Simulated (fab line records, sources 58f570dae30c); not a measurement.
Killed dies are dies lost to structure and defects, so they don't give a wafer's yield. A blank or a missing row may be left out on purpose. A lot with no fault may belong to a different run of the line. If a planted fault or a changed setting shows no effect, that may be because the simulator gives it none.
Split-lot trial -- flow berkeley cmos170 -- route with 331 steps; 5 lots, 23 wafers read

THE SPLIT ITSELF
At UCB170_SDANNEAL_RTA_01 (time 5 s), the setting time s was moved away from the recipe's 5 s on 4 of the 23 wafers read, by +5.7% to +5.8%. For the rest of the wafers, this setting stayed at what the recipe calls for.

There is no step in the file separating the split from the reading.

THE READING
Measured at UCB170_SDANNEAL_RS_MEAS_02 by four-point probe: PSD_RS, in ohm/sq. Fault-free wafers of this fab line usually give 75.56 ohm/sq, standard deviation 0.29 ohm/sq.

wafer,"tool, chamber at the split","time s as run, s",against the recipe,"PSD_RS, ohm/sq",against lot-mates on the recipe
L075.1,"rtp anneal-01, 0",5,recipe,75.99,-
L075.2,"rtp anneal-01, 0",5,recipe,75.93,-
L075.3,"rtp anneal-01, 0",5,recipe,75.68,-
L075.4,"rtp anneal-01, 0",5,recipe,75.76,-
L075.5,"rtp anneal-01, 0",5,recipe,76.00,-
L076.1,"rtp anneal-02, 0",5,recipe,75.39,-
L076.3,"rtp anneal-02, 0",5,recipe,75.34,-
L076.4,"rtp anneal-02, 0",5.287,+5.7%,74.63,-0.86
L076.5,"rtp anneal-02, 0",5.287,+5.7%,74.56,-0.93
L076.6,"rtp anneal-02, 0",5,recipe,75.74,-
L082.1,"rtp anneal-02, 0",5.288,+5.8%,74.86,-1.46
L082.2,"rtp anneal-02, 0",5.288,+5.8%,74.97,-1.35
L082.3,"rtp anneal-02, 0",5,recipe,76.64,-
L082.5,"rtp anneal-02, 0",5,recipe,76.49,-
L082.6,"rtp anneal-02, 0",5,recipe,75.83,-
L080.1,"rtp anneal-01, 0",5,recipe,74.78,-
L080.3,"rtp anneal-01, 0",5,recipe,75.14,-
L080.4,"rtp anneal-01, 0",5,recipe,75.33,-
L080.5,"rtp anneal-01, 0",5,recipe,74.75,-
L080.6,"rtp anneal-01, 0",5,recipe,74.95,-
L085.1,"rtp anneal-01, 0",5,recipe,75.85,-
L085.3,"rtp anneal-01, 0",5,recipe,75.53,-
L085.5,"rtp anneal-01, 0",5,recipe,75.59,-

FIT RESULTS
A straight line over all 23 wafers: PSD_RS changes by -0.15 ohm/sq for each +1% of time s; r = -0.58; the points scatter about the line by 0.48 ohm/sq.
The same after taking each lot's own level away (the mean of its wafers on the recipe; 23 wafers): -0.2 ohm/sq for each +1%; r = -0.89; scatter 0.23 ohm/sq.
The reading moves by 1.2 ohm/sq for the largest change in time s, on that fit.
Across the lots, their own levels run from 74.990 to 76.320 ohm/sq, a range of 4.6 times the standard deviation given above.
So the lot-to-lot level blurs the effect unless lot-mates are compared.
Check: for one of the wafers moved furthest among these (+5.8%), held out of the fit, the line's prediction against its lot-mates is -1.05 ohm/sq. Against them it came out at -1.46 ohm/sq.

OTHER SPLITS APPLIED TO THESE WAFERS
Note: prior to the reading, these wafers also went through further splits. Each is held against what the fit with the lots' levels taken away leaves over:
other split on the same wafers,wafers away from the commonest value,r with PSD_RS (lot level and that fit taken away)
UCB170_GATE_EXPOSE_09 dose mj,3,+0.29
UCB170_PLDD_PEB_04 peb temp c,11,+0.32
UCB170_NLDD_COAT_01 resist thk nm,10,+0.06
UCB170_NLDD_IMPLANT_09 dose cm2,10,-0.29
UCB170_PSD_EXPOSE_03 dose mj,8,+0.10
UCB170_PSD_IMPLANT_08 energy kev,10,-0.35

THE FILE'S OWN FIT
PSD_RS changes by -0.2 ohm/sq for each +1% of time s, r = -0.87.
